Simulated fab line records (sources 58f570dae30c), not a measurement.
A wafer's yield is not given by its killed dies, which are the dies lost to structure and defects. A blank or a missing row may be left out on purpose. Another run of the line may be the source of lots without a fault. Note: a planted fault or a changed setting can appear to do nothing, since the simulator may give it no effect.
The tool behind it: which one? + flow berkeleyCmos170 + 42 wafers from 14 lots sampled at 2 of the route's 331 steps

## WHAT EACH GAUGE READ, for each wafer
UCB170_V1_CD_MEAS_90 targets a cd of 700 nm.
| lot  | measured     | on       | cdNm (nm)         |
|------|--------------|----------|-------------------|
| L627 | day 8 11:37  | cdSem-01 | 699.9 701.1 700.4 |
| L626 | day 8 18:15  | cdSem-02 | 701.4 699.3 701.6 |
| L628 | day 8 18:22  | cdSem-01 | 698.6 700.9 700.3 |
| L629 | day 9 13:47  | cdSem-01 | 702.2 700.5 701.1 |
| L632 | day 9 15:07  | cdSem-02 | 701.0 699.9 699.6 |
| L635 | day 10 15:17 | cdSem-01 | 700.1 698.9 698.9 |
| L637 | day 10 17:12 | cdSem-01 | 700.1 699.7 700.6 |
| L639 | day 11 10:15 | cdSem-02 | 699.9 698.4 698.5 |
| L641 | day 11 11:55 | cdSem-02 | 698.1 699.3 699.4 |
| L644 | day 13 12:08 | cdSem-01 | 702.1 702.7 702.1 |
| L643 | day 13 13:11 | cdSem-01 | 701.0 699.8 700.7 |
| L647 | day 13 14:51 | cdSem-01 | 698.7 698.7 699.9 |
| L649 | day 14 02:24 | cdSem-02 | 698.7 698.6 701.3 |
| L648 | day 14 04:02 | cdSem-01 | 700.0 699.4 698.5 |

UCB170_M2_RS_MEAS_02: a four-point-probe measurement.
| lot  | measured     | on           | M2_AL_RS (ohm/sq)    |
|------|--------------|--------------|----------------------|
| L627 | day 8 11:53  | filmMetro-04 | 0.0330 0.0329 0.0329 |
| L626 | day 8 18:31  | filmMetro-04 | 0.0319 0.0318 0.0322 |
| L628 | day 8 18:38  | filmMetro-03 | 0.0326 0.0320 0.0322 |
| L629 | day 9 14:04  | filmMetro-02 | 0.0322 0.0321 0.0323 |
| L632 | day 9 15:23  | filmMetro-03 | 0.0315 0.0319 0.0324 |
| L635 | day 10 15:33 | filmMetro-04 | 0.0325 0.0334 0.0326 |
| L637 | day 10 17:28 | filmMetro-03 | 0.0324 0.0321 0.0319 |
| L639 | day 11 10:31 | filmMetro-02 | 0.0316 0.0316 0.0319 |
| L641 | day 11 12:11 | filmMetro-04 | 0.0327 0.0332 0.0323 |
| L644 | day 13 12:24 | filmMetro-02 | 0.0324 0.0315 0.0327 |
| L643 | day 13 13:28 | filmMetro-02 | 0.0317 0.0326 0.0322 |
| L647 | day 13 15:07 | filmMetro-02 | 0.0326 0.0328 0.0332 |
| L649 | day 14 02:40 | filmMetro-04 | 0.0320 0.0324 0.0322 |
| L648 | day 14 04:18 | filmMetro-04 | 0.0321 0.0322 0.0328 |

## WHICH TOOL RAN EACH LOT (tool, then ch and the chambers of the sampled wafers, then the start)
Record: no process step prior to these readings.

## WHAT THE TOOLS THEMSELVES READ (means of the sampled wafers that have a number; where no wafer has one, the mark that the record gives instead)
The record holds no such reading with a usual standard deviation.

## THE ANSWER, worked out from the rows above alone
Rule: what is usual is taken from the lots themselves. Put in order of their means at a reading, lots are off if they are a third of the lots or fewer, leave a main group of 4 or more, and stand apart from it by a gap of 3 or more times the standard deviation of the main group's means; of several such gaps the widest counts. A main group is skipped when, at the precision printed for the reading in the tables above, its means are all equal. A lot without any number at a reading at which 4 lots or more have one is off too. Where the step has rows for the other lots, those lots are counted as sound. After the gauges, taken in route order, come the tools' own readings; for these a lot's mean is taken, as printed above. At the first step where some lot is off, the reading lying furthest off is the one used; lots without a number count as furthest.
No lot is off on any of the readings shown, so nothing can be concluded from this.

## WHAT THE SIMULATOR HAD INSERTED
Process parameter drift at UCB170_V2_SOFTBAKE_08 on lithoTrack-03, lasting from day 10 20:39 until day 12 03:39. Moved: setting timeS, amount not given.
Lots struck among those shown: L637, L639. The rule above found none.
